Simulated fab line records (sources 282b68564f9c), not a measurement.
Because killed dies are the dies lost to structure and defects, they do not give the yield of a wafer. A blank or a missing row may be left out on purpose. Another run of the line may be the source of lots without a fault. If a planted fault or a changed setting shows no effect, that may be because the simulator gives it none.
Which tool did it? / flow rit-cmos / Sampling: 14 lots, 42 wafers, 3 of 202 route steps

## WHAT THE GAUGES READ, wafer by wafer
RIT_NWELL_TW_MEAS_10.
lot=L433; measured=day 2 03:43; on=film-metro-02; NWELL_TW=2127 2120 2125
lot=L434; measured=day 2 10:04; on=film-metro-03; NWELL_TW=2161 2168 2170
lot=L435; measured=day 2 10:19; on=film-metro-03; NWELL_TW=2187 2167 2159
lot=L436; measured=day 2 14:58; on=film-metro-02; NWELL_TW=2122 2136 2110
lot=L437; measured=day 2 18:33; on=film-metro-03; NWELL_TW=2162 2166 2173
lot=L438; measured=day 2 23:46; on=film-metro-01; NWELL_TW=2159 2170 2162
lot=L439; measured=day 3 04:32; on=film-metro-03; NWELL_TW=2164 2161 2178
lot=L440; measured=day 3 10:50; on=film-metro-03; NWELL_TW=2166 2175 2161
lot=L443; measured=day 4 01:35; on=film-metro-02; NWELL_TW=2123 2126 2124
lot=L444; measured=day 4 09:47; on=film-metro-03; NWELL_TW=2164 2155 2160
lot=L445; measured=day 4 14:29; on=film-metro-02; NWELL_TW=2114 2113 2121
lot=L447; measured=day 4 20:42; on=film-metro-02; NWELL_TW=2106 2114 2120
lot=L452; measured=day 5 22:49; on=film-metro-01; NWELL_TW=2018 2017 2014 2001 2020 2013
lot=L453; measured=day 6 01:42; on=film-metro-03; NWELL_TW=1998 2007 1994 2004 2000 2004

RIT_WELLDRIVE_RS_MEAS_01: uses a four-point probe to measure.
lot=L433; measured=day 2 11:55; on=film-metro-01; NWELL_RS (ohm/sq)=275.3 275.8 276.1
lot=L434; measured=day 2 17:15; on=film-metro-03; NWELL_RS (ohm/sq)=274.6 275.0 275.1
lot=L435; measured=day 2 17:24; on=film-metro-01; NWELL_RS (ohm/sq)=274.8 274.7 274.9
lot=L436; measured=day 2 23:12; on=film-metro-02; NWELL_RS (ohm/sq)=276.6 276.3 276.6
lot=L437; measured=day 3 01:26; on=film-metro-01; NWELL_RS (ohm/sq)=273.9 274.3 274.6
lot=L438; measured=day 3 06:35; on=film-metro-03; NWELL_RS (ohm/sq)=275.1 276.6 276.2
lot=L439; measured=day 3 12:44; on=film-metro-02; NWELL_RS (ohm/sq)=275.8 275.2 276.2
lot=L440; measured=day 3 19:12; on=film-metro-02; NWELL_RS (ohm/sq)=277.1 276.8 277.2
lot=L443; measured=day 4 10:35; on=film-metro-01; NWELL_RS (ohm/sq)=273.1 273.6 273.4
lot=L444; measured=day 4 17:00; on=film-metro-01; NWELL_RS (ohm/sq)=276.5 275.6 275.3
lot=L445; measured=day 4 21:18; on=film-metro-03; NWELL_RS (ohm/sq)=275.4 275.0 274.7
lot=L447; measured=day 5 04:21; on=film-metro-01; NWELL_RS (ohm/sq)=274.9 276.0 276.3
lot=L452; measured=day 6 10:50; on=film-metro-03; NWELL_RS (ohm/sq)=277.6 278.3 278.3
lot=L453; measured=day 6 10:38; on=film-metro-03; NWELL_RS (ohm/sq)=278.4 277.6 277.9

## WHICH TOOL RAN EACH LOT (tool, then ch and the chambers of the sampled wafers, then the start)
lot=L433; RIT_NWELL_IMPLANT_08=implanter-01 ch 0, day 2 03:24
lot=L434; RIT_NWELL_IMPLANT_08=implanter-02 ch 0, day 2 09:45
lot=L435; RIT_NWELL_IMPLANT_08=implanter-01 ch 0, day 2 10:01
lot=L436; RIT_NWELL_IMPLANT_08=implanter-03 ch 0, day 2 14:41
lot=L437; RIT_NWELL_IMPLANT_08=implanter-02 ch 0, day 2 18:13
lot=L438; RIT_NWELL_IMPLANT_08=implanter-03 ch 0, day 2 23:26
lot=L439; RIT_NWELL_IMPLANT_08=implanter-02 ch 0, day 3 04:12
lot=L440; RIT_NWELL_IMPLANT_08=implanter-01 ch 0, day 3 10:33
lot=L443; RIT_NWELL_IMPLANT_08=implanter-02 ch 0, day 4 01:17
lot=L444; RIT_NWELL_IMPLANT_08=implanter-02 ch 0, day 4 09:30
lot=L445; RIT_NWELL_IMPLANT_08=implanter-03 ch 0, day 4 14:10
lot=L447; RIT_NWELL_IMPLANT_08=implanter-02 ch 0, day 4 20:22
lot=L452; RIT_NWELL_IMPLANT_08=implanter-02 ch 0, day 5 22:30
lot=L453; RIT_NWELL_IMPLANT_08=implanter-02 ch 0, day 6 01:25
- RIT_NWELL_IMPLANT_08

## AS READ BY THE TOOLS THEMSELVES (means over the sampled wafers that have a number; for cases with no such wafer, the mark the record gives instead)
RIT_NWELL_IMPLANT_08.
lot=L433; tool=implanter-01; beam-energy-keV=169.98; beam-on-s (s)=10.06; dose-ions-cm2=5e+13
lot=L434; tool=implanter-02; beam-energy-keV=170.03; beam-on-s (s)=9.83; dose-ions-cm2=5e+13
lot=L435; tool=implanter-01; beam-energy-keV=170.05; beam-on-s (s)=9.93; dose-ions-cm2=5e+13
lot=L436; tool=implanter-03; beam-energy-keV=170.03; beam-on-s (s)=9.99; dose-ions-cm2=5e+13
lot=L437; tool=implanter-02; beam-energy-keV=170.02; beam-on-s (s)=10.34; dose-ions-cm2=5e+13
lot=L438; tool=implanter-03; beam-energy-keV=169.97; beam-on-s (s)=10.00; dose-ions-cm2=5e+13
lot=L439; tool=implanter-02; beam-energy-keV=169.96; beam-on-s (s)=10.06; dose-ions-cm2=5e+13
lot=L440; tool=implanter-01; beam-energy-keV=169.97; beam-on-s (s)=10.11; dose-ions-cm2=5e+13
lot=L443; tool=implanter-02; beam-energy-keV=170.00; beam-on-s (s)=9.96; dose-ions-cm2=5e+13
lot=L444; tool=implanter-02; beam-energy-keV=170.00; beam-on-s (s)=10.03; dose-ions-cm2=5e+13
lot=L445; tool=implanter-03; beam-energy-keV=170.07; beam-on-s (s)=9.94; dose-ions-cm2=5e+13
lot=L447; tool=implanter-02; beam-energy-keV=169.99; beam-on-s (s)=10.20; dose-ions-cm2=5e+13
lot=L452; tool=implanter-02; beam-energy-keV=118.99; beam-on-s (s)=10.02; dose-ions-cm2=5e+13
lot=L453; tool=implanter-02; beam-energy-keV=118.99; beam-on-s (s)=9.92; dose-ions-cm2=5e+13

## THE ANSWER, worked out from the rows above alone
Rule: the usual values come from the lots themselves. Put in order of their means at a reading, lots are off if they are a third of the lots or fewer, leave a main group of 4 or more, and stand apart from it by a gap of 3 or more times the standard deviation of the main group's means; of several such gaps the widest counts. A main group whose means are all the same, to the digits that the tables above print for the reading, isn't used. Also off: a lot with no number at a reading for which 4 or more lots have one. Where the step has rows for the other lots, those lots are counted as sound. Order of review: gauges by route order, followed by the tools' own readings, for which a lot's mean as printed above is used. At the first step where some lot is off, the reading lying furthest off is the one used; lots without a number count as furthest.
Off: L452, L453, seen at RIT_NWELL_TW_MEAS_10 (NWELL_TW). The main group: mean 2147, standard deviation 23.
If a tool, at a process step before that reading, ran all the lots that are off and no sound lot after the first of them, it fits. The gauges at RIT_NWELL_TW_MEAS_10 aren't tried: what is off there is off at RIT_NWELL_IMPLANT_08 too, on other tools, and a gauge's error can't cause that. One candidate fits, namely implanter-02 at RIT_NWELL_IMPLANT_08. A fault onset in the window from L447 (day 4 20:22, its last sound lot) to L452 (day 5 22:30, its first lot off) fits.
On the lots that are off, the tool's own readings at RIT_NWELL_IMPLANT_08 differ by more than 5 times the standard deviation of the sound lots' means, which bears it out; beam-energy-keV reads 118.99 there versus 170.01 on the sound lots.

## WHAT WAS PUT IN BY THE SIMULATOR
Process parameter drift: implanter-02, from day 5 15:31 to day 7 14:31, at RIT_NWELL_IMPLANT_08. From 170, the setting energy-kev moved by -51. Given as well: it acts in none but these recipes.
Struck lots among those shown: L452, L453. This agrees with what the rule above found.
